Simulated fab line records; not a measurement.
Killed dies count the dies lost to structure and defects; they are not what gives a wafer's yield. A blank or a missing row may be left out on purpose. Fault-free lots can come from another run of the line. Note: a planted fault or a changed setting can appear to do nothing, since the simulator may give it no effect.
A single fault, viewed from 2 desks :: flow berkeley cmos170 :: what lay behind the numbers comes last; until then each desk has only its own

== METROLOGY DESK ==
What the gauges read for every lot (on any tool): the sampled wafers with a number, averaged. A lot is out of limits, marked OUT, if its mean lies more than 4 standard deviations from the usual mean; the brackets give that distance.
Columns: A = SILICIDE_TI_THK at UCB170_SILICIDE_THK_MEAS_03, usual 29.8 nm; B = M1_AL_RS at UCB170_M1_RS_MEAS_01, usual 0.0482 ohm/sq
lot: L731
first seen here: day 8 13:58
A: 29.8
B: 0.0485

lot: L733
first seen here: day 8 17:39
A: 29.7
B: 0.0484

lot: L732
first seen here: day 8 18:13
A: 29.8
B: 0.0482

lot: L736
first seen here: day 9 04:25
A: 29.8
B: 0.0489

lot: L735
first seen here: day 9 04:55
A: 30.0
B: 0.0482

lot: L740
first seen here: day 10 02:10
A: 29.4
B: 0.0486

lot: L739
first seen here: day 10 02:22
A: 30.1
B: 0.0476

lot: L743
first seen here: day 10 19:16
A: 29.8
B: 0.0479

lot: L746
first seen here: day 11 08:34
A: 30.1
B: 0.0476

lot: L745
first seen here: day 11 08:49
A: 29.8
B: 0.0488

lot: L752
first seen here: day 12 10:17
A: 29.9
B: 0.0476

lot: L753
first seen here: day 12 10:38
A: 30.1
B: 0.0487

lot: L754
first seen here: day 12 21:50
A: 29.3
B: 0.0480
This desk found nothing out of limits on any of the 13 lots.

== TOOL OWNER'S DESK, rie diel-04 ==
The tool's own readings at UCB170_CONTACT_ETCH_17 (etches BARC in N2/H2): means of the sampled wafers that have a number, for each lot that ran on this tool. A lot is out of limits, marked OUT, if its mean lies more than 4 standard deviations from the usual mean; the brackets give that distance.
Columns: A = chamber pressure mTorr at UCB170_CONTACT_ETCH_17, usual 29.997 mTorr; B = drypump motor current A at UCB170_CONTACT_ETCH_17, usual 5.4 A; C = n2 flow sccm at UCB170_CONTACT_ETCH_17, usual 100.02 sccm; D = oes product au at UCB170_CONTACT_ETCH_17, usual 0.993 a.u.; E = throttle valve pct at UCB170_CONTACT_ETCH_17, usual 13.36 %
lot: L731
first seen here: day 8 18:29
A: 29.969
B: 5.3
C: 99.58
D: 0.985
E: 13.40

lot: L733
first seen here: day 8 21:45
A: 29.995
B: 5.2
C: 99.92
D: 0.984
E: 13.37

lot: L736
first seen here: day 9 10:34
A: 30.018
B: 5.2
C: 99.95
D: 0.976
E: 13.37

lot: L740
first seen here: day 10 06:22
A: 34.973 (+99 or more) OUT
B: 5.2
C: 100.26
D: 0.958
E: 13.36

lot: L752
first seen here: day 12 15:03
A: 29.987
B: 5.2
C: 100.26
D: 0.974
E: 13.36

lot: L754
first seen here: day 13 01:52
A: 30.010
B: 5.2
C: 99.88
D: 0.972
E: 13.37
This desk's finding: out of limits on L740; first on L740, day 10 06:22 (chamber pressure mTorr at UCB170_CONTACT_ETCH_17). L731, L733, L736, L752, L754: within limits.

== BROUGHT TOGETHER ==
The tool owner's desk could have raised an alarm at day 10 06:22, on L740.
Nothing out of limits was seen by the metrology desk.
The metrology desk holds a record of L740, inside its limits.
Every lot named ran UCB170_CONTACT_ETCH_17 on rie diel-04.

== WHAT HAD BEEN PUT IN BY THE SIMULATOR ==
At UCB170_CONTACT_ETCH_17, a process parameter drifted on rie diel-04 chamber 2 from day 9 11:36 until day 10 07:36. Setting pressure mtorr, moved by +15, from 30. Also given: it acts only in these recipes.
Shown lots that were struck: L740.
Hours from the fault's start to each desk's first reading out of limits: the tool owner's desk, 19.
